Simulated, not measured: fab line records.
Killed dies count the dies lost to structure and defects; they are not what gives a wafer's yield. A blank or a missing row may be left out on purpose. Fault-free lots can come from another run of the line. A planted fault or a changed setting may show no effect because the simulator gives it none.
Problem report in the 8D (eight disciplines) form, filled by code    flow berkeley_cmos170    the parts of the form that need people (team, actions taken, sign-off) are left out

1. WHAT WENT WRONG
PSD_RS at UCB170_SDANNEAL_RS_MEAS_02 reads a mean of 56.80 ohm/sq on 6 wafers of 2 lots; wafers without a fault read 75.65 ohm/sq with a standard deviation of 0.25. That puts it -75 standard deviations away from the usual mean.
The step: measures by four-point-probe.
First seen on wafer L869.1, day 10 08:11, on film_metro-01. Wafers with a number at this step in the record: 42, from 14 lots. Rule for "out" (also "out of limits"): further than 4 standard deviations from the usual mean. The rest of the wafers with a number are treated as sound.

2. WHAT IT IS, AND WHAT IT ISN'T
question                     is                            is not
which readings at this step  PSD_RS                        -
which lots                   L869, L873                    L858, L859, L861, L862, L863, L864, L865, L866, L870, L871, L877, L880
which wafers of those lots   all that have a number        -
read on which gauges         film_metro-01, film_metro-04  film_metro-03
when                         from day 10 08:11             up to then (30 sound wafers); but 6 sound wafers of L877, L880 came after

3. SUSPECTS, AND WHAT RULES EACH OUT
Counting: a tool stays on the suspect list if, at a process step up to the reading, it processed all lots that are out and no sound lot following the first of them.
- the gauge at UCB170_SDANNEAL_RS_MEAS_02 is ruled out. 2 gauges (film_metro-01, film_metro-04) read the wafers that are out.
- rtp_anneal-01 at UCB170_SDANNEAL_RTA_01 (time 5 s): kept. It processed each lot that is out, first L869 at day 10 08:07, and no sound lot thereafter; up to then, the last sound lot it processed was L870 at day 10 07:30.
The count leaves rtp_anneal-01 at UCB170_SDANNEAL_RTA_01.

4. THE CAUSE (what the simulator had put in)
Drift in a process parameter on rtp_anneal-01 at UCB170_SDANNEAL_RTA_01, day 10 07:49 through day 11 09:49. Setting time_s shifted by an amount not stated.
This tool alone remained once counting was done.

5. THE CHAIN OF EFFECTS, in route order
Each row: a reading whose mean over the struck wafers that have a number lies more than 3 standard deviations from the usual. Scope: only readings with a usual standard deviation given in the record; hours: median across lots of the time from each lot's start at the first step in this table that gives one to its start at this step; sigmas: change in usual standard deviations.
hours  step                        reading  usual          on struck wafers  change  sigmas
0      UCB170_SDANNEAL_RS_MEAS_02  PSD_RS   75.65 ohm/sq   56.80             -18.86  -75
0      UCB170_SDANNEAL_RS_MEAS_03  NSD_RS   37.25 ohm/sq   31.28             -5.97   -73
0      UCB170_SDANNEAL_RS_MEAS_04  PLDD_RS  1031.2 ohm/sq  966.5             -64.7   -25
0      UCB170_SDANNEAL_RS_MEAS_05  NLDD_RS  616.2 ohm/sq   609.9             -6.3    -4.2
Later measuring or inspecting steps at which every struck wafer that the step has a row for has a number for every such reading, and none has moved that far: UCB170_V2_BOW_MEAS_03.

6. HOW IT WOULD HAVE BEEN CAUGHT EARLIER
Counted from the fault's start at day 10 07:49, it took 0 hours until the first out-of-limits reading at a measuring or inspecting step in this record, taken at day 10 08:11.
Of the tool readings at UCB170_SDANNEAL_RTA_01 for which the record gives a usual standard deviation, none was out on any struck wafer, so an alarm limit of 4 standard deviations on them would not have fired.
L873, from the lots that are out (2), started UCB170_SDANNEAL_RTA_01 on rtp_anneal-01 later than day 10 08:11. It would have been spared by a hold on the tool at that moment.
